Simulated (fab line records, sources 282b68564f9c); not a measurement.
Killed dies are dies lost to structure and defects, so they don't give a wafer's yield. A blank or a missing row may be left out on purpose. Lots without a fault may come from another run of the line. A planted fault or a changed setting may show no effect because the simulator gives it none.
A struck lot beside a sound one | flow rit_cmos | 16 steps out of a route of 202
Sound: wafers L236.1, L236.4, L236.5. Struck: wafers L244.1, L244.4, L244.6. The cause comes at the end.
At each step with rows: each side's tool, then ch and its chambers, then its first start. Under that, the readings that differ: sound wafers | struck wafers | difference of the means | sigmas: that difference in standard deviations of wafers without a fault.
alike: readings whose means differ by less than 2 such deviations, and words and numbers that are the same on both sides. not compared: withheld readings, readings that some wafer has no value for, bounds like >300 that may hide the same value, and numbers for which the record gives no deviation and whose values overlap.
The two part at a step that has a row with sigmas, a row that says differs or no value, or rows on one side only. Numbers that don't overlap but have no deviation are shown without sigmas and don't part them. A reading that every wafer of one side lacks parts them only if that side has two wafers or more.

RIT_CONTACT_STRIP_12: strips in O2, time 180 s.
  sound on plasma_asher-01 ch 0,1, day 4 12:49; struck on plasma_asher-04 ch 1, day 6 09:36
  alike: drypump_motor_current_A
  not compared: rf_hours_counter_h
RIT_CONTACT_CD_MEAS_90: target cd 1000 nm.
  sound on cd_sem-01, day 4 12:59; struck on cd_sem-02, day 6 09:46
  reading    | sound                | struck             | difference | sigmas
  cd_nm (nm) | 1003.1 1005.8 1003.2 | 996.5 1000.1 997.9 | -5.9       | -3
then, 2 steps without rows for these wafers: RIT_CONTACT_CLEAN_13 (cleans in SC1, time 600 s); RIT_CONTACT_CLEAN_14 (cleans in SC2, time 600 s).
RIT_M1_SPUTTER_00: material Al, target thk 400 nm, time 500 s.
  sound on pvd_sputter-04, day 4 13:28; struck on pvd_sputter-04, day 6 10:16
  alike: cathode_dc_power_W, substrate_temp_c, throttle_valve_pct
RIT_M1_RS_MEAS_01: measures by four-point-probe.
  sound on film_metro-04, day 4 13:45; struck on film_metro-03, day 6 10:34
  alike: M1_AL_RS
RIT_M1_THK_MEAS_02: measures by xrf.
  sound on film_metro-04, day 4 13:52; struck on film_metro-03, day 6 10:41
  alike: M1_AL_THK
then, 5 steps without rows for these wafers: RIT_M1_HMDS_03 (prime time 60 s); RIT_M1_COAT_04 (resist thk 1300 nm); RIT_M1_SOFTBAKE_05 (time 60 s); RIT_M1_EXPOSE_06 (exposes mask M12, target cd 2600 nm); RIT_M1_PEB_07.
RIT_M1_DEVELOP_08: develop time 68 s.
  sound on litho_track-02 ch 0, day 4 14:00; struck on litho_track-03 ch 0, day 6 11:00
  reading              | sound             | struck            | difference | sigmas
  developer_temp_C (C) | 22.95 22.92 23.14 | 20.78 20.72 20.69 | -2.27      | -24
  alike: chill_plate_temp_C
RIT_M1_CD_MEAS_09: target cd 2600 nm.
  sound on cd_sem-02, day 4 14:49; struck on cd_sem-02, day 6 11:45
  reading    | sound                | struck               | difference | sigmas
  cd_nm (nm) | 2599.6 2600.3 2600.5 | 2593.2 2592.9 2593.1 | -7.1       | -3
RIT_M1_OVL_MEAS_10:
  sound on overlay-01, day 4 14:56; struck on overlay-02, day 6 11:52
  alike: M1_OVL
RIT_M1_PROBE_99:
  sound on prober-01, day 4 17:28; struck on prober-02, day 6 14:26
  alike: defect_limited_yield, killed_at_contacts, killed_at_front_end, killed_dies, killed_on_rim, killed_open, killed_short, sort_bin_3_pad_short, sort_bin_5_function, sort_bin_6_memory, sort_n_pass, sort_yield_pct

WHERE THEY PART
First at RIT_CONTACT_CD_MEAS_90; last, within this record, at RIT_M1_CD_MEAS_09. Later steps at which nothing parts them and some readings are alike: RIT_M1_OVL_MEAS_10, RIT_M1_PROBE_99.

WHY: what the simulator had put in
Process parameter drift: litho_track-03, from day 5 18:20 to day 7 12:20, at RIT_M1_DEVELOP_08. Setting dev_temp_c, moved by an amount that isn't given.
